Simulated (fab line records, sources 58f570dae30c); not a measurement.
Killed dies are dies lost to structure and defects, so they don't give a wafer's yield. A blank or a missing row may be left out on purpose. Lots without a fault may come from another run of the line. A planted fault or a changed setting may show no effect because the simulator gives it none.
Which tool did it? | flow berkeley_cmos170 | 13 lots, 39 wafers sampled, at 3 steps of a route of 331

WHAT THE GAUGES READ, wafer by wafer
UCB170_V2_CD_MEAS_12: target cd 700 nm.
lot  | measured     | on        | cd_nm (nm)
L923 | day 8 03:44  | cd_sem-02 | 698.5 699.3 698.2
L924 | day 8 06:01  | cd_sem-02 | 701.8 702.4 702.0
L929 | day 8 21:26  | cd_sem-02 | 700.3 702.3 700.6
L926 | day 8 22:45  | cd_sem-02 | 700.8 701.0 702.8
L928 | day 8 22:27  | cd_sem-02 | 697.4 699.2 698.9
L930 | day 8 23:47  | cd_sem-01 | 698.1 698.0 696.9
L927 | day 9 00:14  | cd_sem-01 | 696.0 695.7 696.2
L925 | day 8 23:55  | cd_sem-02 | 700.0 699.5 701.4
L931 | day 9 08:15  | cd_sem-01 | 697.2 698.4 698.1
L936 | day 10 15:20 | cd_sem-01 | 700.5 701.0 700.2
L937 | day 10 15:40 | cd_sem-02 | 700.2 699.8 699.3
L942 | day 11 18:54 | cd_sem-01 | 701.4 700.0 701.5
L944 | day 11 22:42 | cd_sem-02 | 698.6 698.6 697.0

WHICH TOOL RAN EACH LOT (tool, then ch and the chambers of the sampled wafers, then the start)
lot  | UCB170_M2_SPUTTER_01         | UCB170_V2_CVD_00
L923 | pvd_sputter-02, day 7 22:20  | pecvd-03 ch 1,2, day 8 01:50
L924 | pvd_sputter-03, day 8 00:54  | pecvd-01 ch 0,2, day 8 03:39
L929 | pvd_sputter-02, day 8 12:52  | pecvd-04 ch 0,1,2, day 8 19:06
L926 | pvd_sputter-01, day 8 15:01  | pecvd-01 ch 0,1,2, day 8 20:33
L928 | pvd_sputter-03, day 8 15:01  | pecvd-03 ch 0,1,2, day 8 20:25
L930 | pvd_sputter-02, day 8 15:34  | pecvd-04 ch 0,1, day 8 20:50
L927 | pvd_sputter-01, day 8 16:55  | pecvd-03 ch 0,1,2, day 8 21:57
L925 | pvd_sputter-03, day 8 17:22  | pecvd-01 ch 0,1, day 8 21:58
L931 | pvd_sputter-01, day 9 02:34  | pecvd-03 ch 1,2, day 9 06:09
L936 | pvd_sputter-02, day 10 09:18 | pecvd-03 ch 0,1,2, day 10 13:23
L937 | pvd_sputter-03, day 10 09:37 | pecvd-04 ch 0,1,2, day 10 13:30
L942 | pvd_sputter-03, day 11 12:58 | pecvd-01 ch 0,1,2, day 11 16:49
L944 | pvd_sputter-01, day 11 17:14 | pecvd-04 ch 0,1, day 11 19:59
- UCB170_M2_SPUTTER_01: material Al, target thk 900 nm, time 120 s.
- UCB170_V2_CVD_00: deposits SiO2 from TEOS/O2, target thk 2000 nm, time 250 s.

WHAT THE TOOLS THEMSELVES READ (means of the sampled wafers that have a number; where no wafer has one, the mark that the record gives instead)
UCB170_M2_SPUTTER_01.
lot  | tool           | cathode_dc_power_W (W) | throttle_valve_pct (%)
L923 | pvd_sputter-02 | 6000.3                 | 30.1
L924 | pvd_sputter-03 | 6000.7                 | 30.0
L929 | pvd_sputter-02 | 5999.4                 | 29.4
L926 | pvd_sputter-01 | 5999.5                 | 30.7
L928 | pvd_sputter-03 | 6000.3                 | 30.6
L930 | pvd_sputter-02 | 5999.5                 | 29.2
L927 | pvd_sputter-01 | 6000.3                 | 30.7
L925 | pvd_sputter-03 | 6000.2                 | 29.8
L931 | pvd_sputter-01 | 5999.4                 | 30.6
L936 | pvd_sputter-02 | 5999.9                 | 30.5
L937 | pvd_sputter-03 | 6000.5                 | 30.3
L942 | pvd_sputter-03 | 6001.0                 | 30.2
L944 | pvd_sputter-01 | 6000.3                 | 31.2

UCB170_V2_CVD_00.
lot  | tool     | heater_power_w (W)
L923 | pecvd-03 | 235
L924 | pecvd-01 | 268
L929 | pecvd-04 | 212
L926 | pecvd-01 | 276
L928 | pecvd-03 | 236
L930 | pecvd-04 | 271
L927 | pecvd-03 | 275
L925 | pecvd-01 | 258
L931 | pecvd-03 | 231
L936 | pecvd-03 | 271
L937 | pecvd-04 | 286
L942 | pecvd-01 | 265
L944 | pecvd-04 | 285

THE ANSWER, worked out from the rows above alone
Rule: what is usual is taken from the lots themselves. Put in order of their means at a reading, lots are off if they are a third of the lots or fewer, leave a main group of 4 or more, and stand apart from it by a gap of 3 or more times the standard deviation of the main group's means; of several such gaps the widest counts. A main group whose means are all the same, to the digits that the tables above print for the reading, isn't used. A lot without any number at a reading at which 4 lots or more have one is off too. The other lots that the step has rows for count as sound. The gauges are gone through in route order, then the tools' own readings, and for those a lot's mean is taken as printed above. The first step at which some lot is off is used, and at that step the reading that is off furthest; a lot without a number counts as furthest.
No lot is off at any reading shown: from this, nothing can be told.

WHAT THE SIMULATOR HAD PUT IN
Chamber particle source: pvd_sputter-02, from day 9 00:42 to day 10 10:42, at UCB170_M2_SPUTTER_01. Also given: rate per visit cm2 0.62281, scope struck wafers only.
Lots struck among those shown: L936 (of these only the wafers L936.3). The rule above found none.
